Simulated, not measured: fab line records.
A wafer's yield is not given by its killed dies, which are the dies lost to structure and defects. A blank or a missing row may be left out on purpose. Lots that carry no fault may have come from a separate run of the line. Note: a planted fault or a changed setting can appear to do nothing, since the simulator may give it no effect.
Which tool is to blame?    flow berkeleyCmos170    14 lots (42 wafers sampled), 1 step of a 331-step route

== WHAT EACH GAUGE READ, for each wafer ==
No reading from a measuring or inspecting step in the record can be judged against a usual standard deviation.

== EACH LOT AND THE TOOL THAT RAN IT (in order: tool; ch and the chambers of the sampled wafers; start) ==
lot   UCB170_PVT_STRIP_08
L546  plasmaAsher-03 ch 0,1, day 7 00:34
L548  plasmaAsher-04 ch 0,1, day 7 05:34
L547  plasmaAsher-03 ch 0,1, day 7 07:24
L550  plasmaAsher-04 ch 0,1, day 8 12:59
L551  plasmaAsher-03 ch 0, day 8 13:53
L553  plasmaAsher-03 ch 0,1, day 8 15:06
L557  plasmaAsher-01 ch 0,1, day 9 00:05
L554  plasmaAsher-04 ch 0,1, day 9 00:22
L555  plasmaAsher-03 ch 0, day 9 00:38
L556  plasmaAsher-04 ch 0,1, day 9 01:22
L561  plasmaAsher-01 ch 0,1, day 10 05:25
L559  plasmaAsher-03 ch 0,1, day 10 05:41
L567  plasmaAsher-01 ch 0,1, day 10 20:04
L565  plasmaAsher-04 ch 0, day 10 20:11
- UCB170_PVT_STRIP_08: strips in O2.

== AS READ BY THE TOOLS THEMSELVES (means over the sampled wafers that have a number; for cases with no such wafer, the mark the record gives instead) ==
UCB170_PVT_STRIP_08.
lot   tool            drypumpMotorCurrentA (A)  oesProductAu (a.u.)  stripTimeToEndpointS (s)
L546  plasmaAsher-03  5.6                       0.734                21.64
L548  plasmaAsher-04  5.3                       0.734                21.60
L547  plasmaAsher-03  5.7                       0.733                21.53
L550  plasmaAsher-04  5.2                       0.734                21.63
L551  plasmaAsher-03  6.0                       0.735                21.63
L553  plasmaAsher-03  5.8                       0.733                21.66
L557  plasmaAsher-01  6.0                       0.736                21.61
L554  plasmaAsher-04  5.3                       0.736                21.56
L555  plasmaAsher-03  6.0                       0.673                21.71
L556  plasmaAsher-04  5.2                       0.735                21.67
L561  plasmaAsher-01  6.0                       0.735                21.72
L559  plasmaAsher-03  5.6                       0.684                21.59
L567  plasmaAsher-01  5.9                       0.732                21.59
L565  plasmaAsher-04  5.1                       0.738                21.68

== THE ANSWER, worked out from the rows above alone ==
Rule: the usual values come from the lots themselves. Put in order of their means at a reading, lots are off if they are a third of the lots or fewer, leave a main group of 4 or more, and stand apart from it by a gap of 3 or more times the standard deviation of the main group's means; of several such gaps the widest counts. A main group whose means are all the same, to the digits that the tables above print for the reading, isn't used. Also off: a lot with no number at a reading for which 4 or more lots have one. All remaining lots with rows at the step are treated as sound. After the gauges, taken in route order, come the tools' own readings; for these a lot's mean is taken, as printed above. The first step at which some lot is off is used, and at that step the reading that is off furthest; a lot without a number counts as furthest.
Off, at UCB170_PVT_STRIP_08 on oesProductAu: L555, L559. For the main group the mean is 0.735 a.u. and the standard deviation 0.0016.
If a tool, at that step or one of the process steps before it, ran each lot that is off and ran no sound lot following the first of them, it fits. One fits: plasmaAsher-03 at UCB170_PVT_STRIP_08. Its last sound lot is L553 (day 8 15:06), its first lot that is off L555 (day 9 00:38): a fault that began between those two fits.
The tool's own readings at UCB170_PVT_STRIP_08 bear it out: on the lots that are off they differ by more than 5 times the standard deviation of the sound lots' means. oesProductAu reads 0.679 a.u. there against 0.735 a.u. on the sound lots.

== WHAT THE SIMULATOR HAD PUT IN ==
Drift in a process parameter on plasmaAsher-03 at UCB170_PVT_STRIP_08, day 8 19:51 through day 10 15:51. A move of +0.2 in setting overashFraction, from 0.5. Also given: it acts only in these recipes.
Lots struck among those shown: L555, L559. Same finding as the rule above.
